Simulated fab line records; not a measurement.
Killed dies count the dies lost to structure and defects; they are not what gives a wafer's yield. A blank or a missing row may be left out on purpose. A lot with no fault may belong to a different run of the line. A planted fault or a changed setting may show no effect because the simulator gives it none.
Check of tool commonality :: flow berkeley-cmos170 :: 48 wafers sampled across 14 lots

== THE REASON FOR OPENING IT ==
2 of 14 lots carry a flag on the reading NLDD_RS at UCB170_SDANNEAL_RS_MEAS_05. Fault-free wafers read 616.9 ohm/sq, with a standard deviation of 1.3.
Rule: flag the lot when none of its wafers has a number, or when each of its wafers that has one lies beyond 4 standard deviations from that mean. The other lots count as sound.

lot: L846
measured: day 8 00:35
on: film-metro-04
NLDD_RS (ohm/sq), wafer by wafer: 616.8 615.9 615.9
flag: 

lot: L850
measured: day 8 11:37
on: film-metro-03
NLDD_RS (ohm/sq), wafer by wafer: 616.3 616.3 617.4
flag: 

lot: L848
measured: day 8 11:59
on: film-metro-04
NLDD_RS (ohm/sq), wafer by wafer: 617.3 617.3 616.9
flag: 

lot: L849
measured: day 8 12:05
on: film-metro-03
NLDD_RS (ohm/sq), wafer by wafer: 617.6 617.9 617.0
flag: 

lot: L854
measured: day 9 13:34
on: film-metro-04
NLDD_RS (ohm/sq), wafer by wafer: 616.6 616.3 615.0
flag: 

lot: L855
measured: day 9 14:04
on: film-metro-01
NLDD_RS (ohm/sq), wafer by wafer: 616.7 618.8 617.7
flag: 

lot: L853
measured: day 9 14:05
on: film-metro-03
NLDD_RS (ohm/sq), wafer by wafer: 615.9 616.0 615.8
flag: 

lot: L856
measured: day 9 14:16
on: film-metro-04
NLDD_RS (ohm/sq), wafer by wafer: 615.7 616.0 617.3
flag: 

lot: L858
measured: day 9 19:35
on: film-metro-04
NLDD_RS (ohm/sq), wafer by wafer: 616.4 616.1 616.8
flag: 

lot: L863
measured: day 11 02:27
on: film-metro-03
NLDD_RS (ohm/sq), wafer by wafer: 552.8 564.6 573.6 552.7 565.0 574.3
flag: FLAGGED

lot: L864
measured: day 11 14:00
on: film-metro-04
NLDD_RS (ohm/sq), wafer by wafer: 568.4 548.9 580.2 569.4 548.1 579.4
flag: FLAGGED

lot: L866
measured: day 12 13:23
on: film-metro-01
NLDD_RS (ohm/sq), wafer by wafer: 621.6 619.7 619.3
flag: 

lot: L867
measured: day 12 13:25
on: film-metro-03
NLDD_RS (ohm/sq), wafer by wafer: 615.8 615.2 614.9
flag: 

lot: L869
measured: day 12 16:37
on: film-metro-01
NLDD_RS (ohm/sq), wafer by wafer: 617.6 617.3 618.6
flag: 
The numbers of the flagged lots are 564.8 ohm/sq on average: -52.1 ohm/sq against the usual, or -40 standard deviations.

== WHICH TOOL RAN EACH LOT ==
The record holds 1 process step before the reading, out of a route of 331 steps. Cell contents, in order: the tool; ch with the chambers the sampled wafers went through; the start.
lot: L846
flag: 
UCB170_NLDD_IMPLANT_08: implanter-02 ch 0, day 7 09:19

lot: L850
flag: 
UCB170_NLDD_IMPLANT_08: implanter-04 ch 0, day 8 00:26

lot: L848
flag: 
UCB170_NLDD_IMPLANT_08: implanter-02 ch 0, day 8 02:20

lot: L849
flag: 
UCB170_NLDD_IMPLANT_08: implanter-02 ch 0, day 8 01:45

lot: L854
flag: 
UCB170_NLDD_IMPLANT_08: implanter-04 ch 0, day 9 02:25

lot: L855
flag: 
UCB170_NLDD_IMPLANT_08: implanter-02 ch 0, day 9 02:38

lot: L853
flag: 
UCB170_NLDD_IMPLANT_08: implanter-01 ch 0, day 9 03:08

lot: L856
flag: 
UCB170_NLDD_IMPLANT_08: implanter-04 ch 0, day 9 04:17

lot: L858
flag: 
UCB170_NLDD_IMPLANT_08: implanter-02 ch 0, day 9 07:37

lot: L863
flag: FLAGGED
UCB170_NLDD_IMPLANT_08: implanter-04 ch 0, day 10 14:41

lot: L864
flag: FLAGGED
UCB170_NLDD_IMPLANT_08: implanter-04 ch 0, day 11 00:11

lot: L866
flag: 
UCB170_NLDD_IMPLANT_08: implanter-02 ch 0, day 11 21:54

lot: L867
flag: 
UCB170_NLDD_IMPLANT_08: implanter-01 ch 0, day 11 22:38

lot: L869
flag: 
UCB170_NLDD_IMPLANT_08: implanter-01 ch 0, day 12 05:02
What the steps here do:
- UCB170_NLDD_IMPLANT_08
- UCB170_SDANNEAL_RS_MEAS_05: measures by four-point-probe.

== FLAGGED AGAINST TOTAL, ONE TOOL AT A TIME (gauges that did the reading follow at the end) ==
step: UCB170_NLDD_IMPLANT_08
tool: implanter-01
lots run: 3
flagged: 0
share of the flagged lots: none
sound lots run after its first flagged lot: -

step: UCB170_NLDD_IMPLANT_08
tool: implanter-02
lots run: 6
flagged: 0
share of the flagged lots: none
sound lots run after its first flagged lot: -

step: UCB170_NLDD_IMPLANT_08
tool: implanter-04
lots run: 5
flagged: 2
share of the flagged lots: all
sound lots run after its first flagged lot: 0

step: UCB170_SDANNEAL_RS_MEAS_05
tool: film-metro-01
lots run: 3
flagged: 0
share of the flagged lots: none
sound lots run after its first flagged lot: -

step: UCB170_SDANNEAL_RS_MEAS_05
tool: film-metro-03
lots run: 5
flagged: 1
share of the flagged lots: some
sound lots run after its first flagged lot: 1 (L867)

step: UCB170_SDANNEAL_RS_MEAS_05
tool: film-metro-04
lots run: 6
flagged: 1
share of the flagged lots: some
sound lots run after its first flagged lot: 0

== WHAT IS ALLOWED BY THE TABLE ==
Rows of the table that ran each flagged lot: 1, that is implanter-04 at UCB170_NLDD_IMPLANT_08.
- implanter-04 at UCB170_NLDD_IMPLANT_08 ran 5 lots, 2 of them flagged. Its last sound lot is L856 (day 9 04:17), its first flagged lot L863 (day 10 14:41): a fault that began between those two fits.
What remains is a single tool, implanter-04 at UCB170_NLDD_IMPLANT_08.

== WHAT THE SIMULATOR HAD PUT IN ==
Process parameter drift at UCB170_NLDD_IMPLANT_08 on implanter-04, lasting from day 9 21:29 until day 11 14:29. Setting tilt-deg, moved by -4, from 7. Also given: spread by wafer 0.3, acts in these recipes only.
Lots struck among those shown: L863, L864. The rule above found the same.
